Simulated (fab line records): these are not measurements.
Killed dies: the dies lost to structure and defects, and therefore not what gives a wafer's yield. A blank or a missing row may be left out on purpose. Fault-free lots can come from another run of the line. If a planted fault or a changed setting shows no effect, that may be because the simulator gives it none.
Tool commonality check || flow berkeley cmos170 || Sampled: 14 lots, 42 wafers

== WHAT PROMPTED THE OPENING ==
At UCB170_PWELL_TW_MEAS_17 the reading PWELL_TW is flagged on 2 of 14 lots. Fault-free wafers read 381, with a standard deviation of 3.
Rule: flag the lot when none of its wafers has a number, or when each of its wafers that has one lies beyond 4 standard deviations from that mean. All remaining lots are regarded as sound.

{"lot": "L445", "measured": "day 3 17:28", "on": "film metro-01", "PWELL_TW, wafer by wafer": "376 377 377", "flag": ""}
{"lot": "L446", "measured": "day 3 17:35", "on": "film metro-03", "PWELL_TW, wafer by wafer": "381 377 379", "flag": ""}
{"lot": "L448", "measured": "day 3 23:00", "on": "film metro-02", "PWELL_TW, wafer by wafer": "383 382 381", "flag": ""}
{"lot": "L449", "measured": "day 4 04:11", "on": "film metro-02", "PWELL_TW, wafer by wafer": "386 386 388", "flag": ""}
{"lot": "L450", "measured": "day 4 04:29", "on": "film metro-01", "PWELL_TW, wafer by wafer": "375 376 374", "flag": ""}
{"lot": "L451", "measured": "day 4 14:52", "on": "film metro-02", "PWELL_TW, wafer by wafer": "388 386 386", "flag": ""}
{"lot": "L452", "measured": "day 5 02:32", "on": "film metro-02", "PWELL_TW, wafer by wafer": "382 382 381", "flag": ""}
{"lot": "L457", "measured": "day 5 21:58", "on": "film metro-01", "PWELL_TW, wafer by wafer": "377 374 371", "flag": ""}
{"lot": "L458", "measured": "day 5 22:14", "on": "film metro-02", "PWELL_TW, wafer by wafer": "380 382 381", "flag": ""}
{"lot": "L461", "measured": "day 6 17:56", "on": "film metro-03", "PWELL_TW, wafer by wafer": "362 363 361", "flag": "FLAGGED"}
{"lot": "L463", "measured": "day 7 01:49", "on": "film metro-02", "PWELL_TW, wafer by wafer": "364 364 361", "flag": "FLAGGED"}
{"lot": "L464", "measured": "day 7 02:10", "on": "film metro-03", "PWELL_TW, wafer by wafer": "382 382 381", "flag": ""}
{"lot": "L466", "measured": "day 8 02:13", "on": "film metro-02", "PWELL_TW, wafer by wafer": "383 382 383", "flag": ""}
{"lot": "L465", "measured": "day 8 02:29", "on": "film metro-01", "PWELL_TW, wafer by wafer": "378 378 380", "flag": ""}
On average the flagged lots' numbers are 362, which is -18 against the usual, or -6 standard deviations.

== EACH LOT AND THE TOOL IT RAN ON ==
The record keeps 1 process step preceding the reading, out of 331 steps on the route. In each cell: the tool, then ch and the chambers that the sampled wafers went through, then the start.
{"lot": "L445", "flag": "", "UCB170_PWELL_IMPLANT_15": "implanter-04 ch 0, day 3 17:14"}
{"lot": "L446", "flag": "", "UCB170_PWELL_IMPLANT_15": "implanter-02 ch 0, day 3 17:20"}
{"lot": "L448", "flag": "", "UCB170_PWELL_IMPLANT_15": "implanter-03 ch 0, day 3 22:45"}
{"lot": "L449", "flag": "", "UCB170_PWELL_IMPLANT_15": "implanter-03 ch 0, day 4 03:56"}
{"lot": "L450", "flag": "", "UCB170_PWELL_IMPLANT_15": "implanter-04 ch 0, day 4 04:14"}
{"lot": "L451", "flag": "", "UCB170_PWELL_IMPLANT_15": "implanter-03 ch 0, day 4 14:38"}
{"lot": "L452", "flag": "", "UCB170_PWELL_IMPLANT_15": "implanter-03 ch 0, day 5 02:18"}
{"lot": "L457", "flag": "", "UCB170_PWELL_IMPLANT_15": "implanter-02 ch 0, day 5 21:43"}
{"lot": "L458", "flag": "", "UCB170_PWELL_IMPLANT_15": "implanter-03 ch 0, day 5 21:59"}
{"lot": "L461", "flag": "FLAGGED", "UCB170_PWELL_IMPLANT_15": "implanter-03 ch 0, day 6 17:41"}
{"lot": "L463", "flag": "FLAGGED", "UCB170_PWELL_IMPLANT_15": "implanter-03 ch 0, day 7 01:29"}
{"lot": "L464", "flag": "", "UCB170_PWELL_IMPLANT_15": "implanter-02 ch 0, day 7 01:56"}
{"lot": "L466", "flag": "", "UCB170_PWELL_IMPLANT_15": "implanter-02 ch 0, day 8 01:59"}
{"lot": "L465", "flag": "", "UCB170_PWELL_IMPLANT_15": "implanter-02 ch 0, day 8 02:15"}
What the steps here do:
- UCB170_PWELL_IMPLANT_15
- UCB170_PWELL_TW_MEAS_17

== FLAGGED AGAINST TOTAL, ONE TOOL AT A TIME (gauges that did the reading follow at the end) ==
{"step": "UCB170_PWELL_IMPLANT_15", "tool": "implanter-02", "lots run": 5, "flagged": 0, "share of the flagged lots": "none", "sound lots run after its first flagged lot": "-"}
{"step": "UCB170_PWELL_IMPLANT_15", "tool": "implanter-03", "lots run": 7, "flagged": 2, "share of the flagged lots": "all", "sound lots run after its first flagged lot": 0}
{"step": "UCB170_PWELL_IMPLANT_15", "tool": "implanter-04", "lots run": 2, "flagged": 0, "share of the flagged lots": "none", "sound lots run after its first flagged lot": "-"}
{"step": "UCB170_PWELL_TW_MEAS_17", "tool": "film metro-01", "lots run": 4, "flagged": 0, "share of the flagged lots": "none", "sound lots run after its first flagged lot": "-"}
{"step": "UCB170_PWELL_TW_MEAS_17", "tool": "film metro-02", "lots run": 7, "flagged": 1, "share of the flagged lots": "some", "sound lots run after its first flagged lot": "1 (L466)"}
{"step": "UCB170_PWELL_TW_MEAS_17", "tool": "film metro-03", "lots run": 3, "flagged": 1, "share of the flagged lots": "some", "sound lots run after its first flagged lot": "1 (L464)"}

== WHAT THE TABLE PERMITS ==
Rows of the table that ran each flagged lot: 1, that is implanter-03 at UCB170_PWELL_IMPLANT_15.
- implanter-03 at UCB170_PWELL_IMPLANT_15: 2 of its 7 lots flagged. Last sound lot L458 at day 5 21:59, first flagged lot L461 at day 6 17:41; a fault beginning in between fits. Its own readings lie more than 4 standard deviations out on every wafer of the flagged lots: beam energy keV.
Left over: one tool, implanter-03 at UCB170_PWELL_IMPLANT_15.

== WHAT HAD BEEN PUT IN BY THE SIMULATOR ==
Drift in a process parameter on implanter-03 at UCB170_PWELL_IMPLANT_15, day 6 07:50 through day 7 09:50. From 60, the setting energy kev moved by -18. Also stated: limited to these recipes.
Lots struck among those shown: L461, L463. Same finding as the rule above.
